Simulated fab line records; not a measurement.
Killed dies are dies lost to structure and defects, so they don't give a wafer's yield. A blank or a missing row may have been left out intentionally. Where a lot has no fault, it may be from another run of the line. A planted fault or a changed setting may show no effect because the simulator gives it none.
What tool caused it? | flow berkeleyCmos170 | 39 wafers sampled from 13 lots at 1 step of a route of 331

== WHAT EACH GAUGE READ, for each wafer ==
The record holds no reading of a measuring or inspecting step that can be judged against a usual standard deviation.

== EACH LOT AND THE TOOL THAT RAN IT (in order: tool; ch and the chambers of the sampled wafers; start) ==
lot  | UCB170_NLDD_STRIP_10
L822 | plasmaAsher-03 ch 1, day 6 19:37
L821 | plasmaAsher-04 ch 0,1, day 6 20:02
L825 | plasmaAsher-02 ch 0,1, day 7 12:51
L827 | plasmaAsher-02 ch 0,1, day 8 00:05
L828 | plasmaAsher-03 ch 0,1, day 8 10:57
L833 | plasmaAsher-02 ch 0,1, day 8 23:59
L830 | plasmaAsher-03 ch 0,1, day 9 00:08
L831 | plasmaAsher-04 ch 0, day 9 00:15
L834 | plasmaAsher-02 ch 0,1, day 9 16:21
L835 | plasmaAsher-04 ch 0,1, day 9 16:41
L839 | plasmaAsher-03 ch 0,1, day 10 18:04
L841 | plasmaAsher-02 ch 0,1, day 10 18:17
L842 | plasmaAsher-03 ch 0,1, day 10 18:44
- UCB170_NLDD_STRIP_10: strips in O2.

== AS READ BY THE TOOLS THEMSELVES (means over the sampled wafers that have a number; for cases with no such wafer, the mark the record gives instead) ==
UCB170_NLDD_STRIP_10. Usual: drypumpMotorCurrentA 5.6 A, standard deviation 0.54; oesProductAu 0.735 a.u., standard deviation 0.0045; stripTimeToEndpointS 21.64 s, standard deviation 0.063.
lot  | tool           | drypumpMotorCurrentA (A) | oesProductAu (a.u.) | stripTimeToEndpointS (s) | flag
L822 | plasmaAsher-03 | 5.6                      | 0.735               | 21.66                    | 
L821 | plasmaAsher-04 | 5.1                      | 0.735               | 21.69                    | 
L825 | plasmaAsher-02 | 6.1                      | 0.737               | 21.69                    | 
L827 | plasmaAsher-02 | 6.0                      | 0.732               | 21.64                    | 
L828 | plasmaAsher-03 | 5.8                      | 0.735               | 21.70                    | 
L833 | plasmaAsher-02 | 6.0                      | 0.737               | 21.60                    | 
L830 | plasmaAsher-03 | 5.8                      | 0.733               | 21.60                    | 
L831 | plasmaAsher-04 | 4.6                      | 0.730               | 21.68                    | 
L834 | plasmaAsher-02 | 6.0                      | 0.739               | 21.56                    | 
L835 | plasmaAsher-04 | 5.0                      | 0.983               | -                        | OFF
L839 | plasmaAsher-03 | 5.9                      | 0.735               | 21.60                    | 
L841 | plasmaAsher-02 | 6.1                      | 0.738               | 21.60                    | 
L842 | plasmaAsher-03 | 5.9                      | 0.736               | 21.71                    | 

== THE ANSWER, worked out from the rows above alone ==
Rule: a lot is off if the mean of its wafers that have a number lies more than 3 standard deviations from the usual mean. Also off: a lot with no number at a reading for which 4 or more lots have one. Any other lot the step has rows for is counted as sound. The gauges are gone through in route order, then the tools' own readings, and for those a lot's mean is taken as printed above. The first step at which some lot is off is used, and at that step the reading that is off furthest; a lot without a number counts as furthest.
Off: L835, at UCB170_NLDD_STRIP_10 (stripTimeToEndpointS). Without a number there: L835.
If a tool, at that step or one of the process steps before it, ran each lot that is off and ran no sound lot following the first of them, it fits. One fits: UCB170_NLDD_STRIP_10 on plasmaAsher-04. Its last sound lot is L831 (day 9 00:15), its first lot that is off L835 (day 9 16:41): a fault that began between those two fits.
On the lots that are off, the tool's own readings at UCB170_NLDD_STRIP_10 differ by more than 5 times the standard deviation of the sound lots' means, which bears it out; oesProductAu reads 0.983 a.u. there versus 0.735 a.u. on the sound lots.
Blank at UCB170_NLDD_STRIP_10 on the lots that are off, where sound lots have numbers: stripTimeToEndpointS.

== WHAT HAD BEEN PUT IN BY THE SIMULATOR ==
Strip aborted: plasmaAsher-04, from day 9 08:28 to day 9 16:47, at UCB170_NLDD_STRIP_10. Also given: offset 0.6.
Lots struck among those shown: L835. The rule above found the same.
